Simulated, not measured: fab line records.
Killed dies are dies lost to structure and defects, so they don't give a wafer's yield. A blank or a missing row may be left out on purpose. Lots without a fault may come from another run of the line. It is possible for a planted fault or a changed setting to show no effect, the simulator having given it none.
8D (eight disciplines) problem report, filled in by code + flow berkeley-cmos170 + the parts of the form that need people (team, actions taken, sign-off) are left out

1. WHAT WENT WRONG
SPACER_TEOS_THK at UCB170_SPACER_THK_MEAS_01 reads a mean of 351 nm on 1 wafer of 1 lot; wafers without a fault read 376 nm with a standard deviation of 5. Relative to the usual mean, that is a shift of -5.0 standard deviations.
The first sign was on wafer L856.2 at day 9 10:04, on film-metro-04. Wafers with a number at this step in the record: 39, from 13 lots. The rule behind "out" and "out of limits": a value lying over 4 standard deviations away from the usual mean. The other wafers with a number count as sound.

2. WHAT THIS IS AND IS NOT
| question                    | is               | is not                                                                    |
|-----------------------------|------------------|---------------------------------------------------------------------------|
| which readings at this step | SPACER_TEOS_THK  | -                                                                         |
| which lots                  | L856             | L841, L843, L844, L846, L847, L848, L849, L850, L851, L854, L858, L860    |
| which wafers of those lots  | L856.2           | L856.3, L856.6                                                            |
| read on which gauges        | film-metro-04    | film-metro-01, film-metro-03                                              |
| when                        | from day 9 10:04 | up to then (32 sound wafers); but 6 sound wafers of L858, L860 came after |

3. WHAT RULES OUT EACH SUSPECT
Counting: a tool at a process step up to the reading stays a suspect if it ran every lot that is out. Sound lots after the first of them don't rule it out here, since some wafers of a struck lot are sound.
- the gauge at UCB170_SPACER_THK_MEAS_01: kept. All the wafers that are out were read on film-metro-04, and no step on other tools shows them out.
- pecvd-01 at UCB170_SPACER_CVD_00 (deposits SiO2 from TEOS/O2, target thk 376 nm, time 47 s): kept. L856, the lot that is out, went through it at day 9 10:01; up to then, the latest sound lot through it was L846 at day 7 06:19.
- At UCB170_SPACER_CVD_00 on pecvd-01, chamber 0 took the sound wafers of the same lots and chamber 2 took the wafers that are out.
What counting leaves: pecvd-01 at UCB170_SPACER_CVD_00 and film-metro-04 at UCB170_SPACER_THK_MEAS_01.

4. THE CAUSE (what the simulator had put in)
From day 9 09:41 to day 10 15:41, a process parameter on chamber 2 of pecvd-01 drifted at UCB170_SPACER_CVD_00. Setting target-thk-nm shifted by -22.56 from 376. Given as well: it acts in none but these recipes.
Counting left 2 suspects, and this tool is among them.

5. SEQUENCE OF EFFECTS, ordered by route
Rows list readings where the struck wafers' mean (over those with a number) sits beyond 3 standard deviations from the usual. Readings are gone through only where the record gives a usual standard deviation; hours: the median, over the lots, of the time from a lot's start at the first step in this table giving one to that lot's start at this step; sigmas: the change measured in usual standard deviations.
| hours | step                      | reading         | usual      | on struck wafers | change | sigmas |
|-------|---------------------------|-----------------|------------|------------------|--------|--------|
| 0     | UCB170_SPACER_THK_MEAS_01 | SPACER_TEOS_THK | 376 nm     | 351              | -25    | -5.0   |
| 3     | UCB170_SPACER_ETCHBACK_03 | oes-product-au  | 0.904 a.u. | 0.853            | -0.051 | -3.6   |
The process steps in it:
- UCB170_SPACER_ETCHBACK_03: etches SiO2 in CHF3/CF4/Ar, stops on Si, target depth 376 nm, time 100 s.

6. HOW IT WOULD HAVE BEEN CAUGHT EARLIER
In this record the first reading out of limits at a measuring or inspecting step was taken at day 9 10:04, 0 hours after the fault began at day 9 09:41.
An alarm limit of 4 standard deviations would not have fired on the tool readings at UCB170_SPACER_CVD_00 for which the record gives a usual standard deviation, since none of them was out on any struck wafer.
Each of the lots that are out, 1 in all, had begun UCB170_SPACER_CVD_00 on pecvd-01 no later than day 9 10:04. Tool hold at that time: it would have spared none of them.
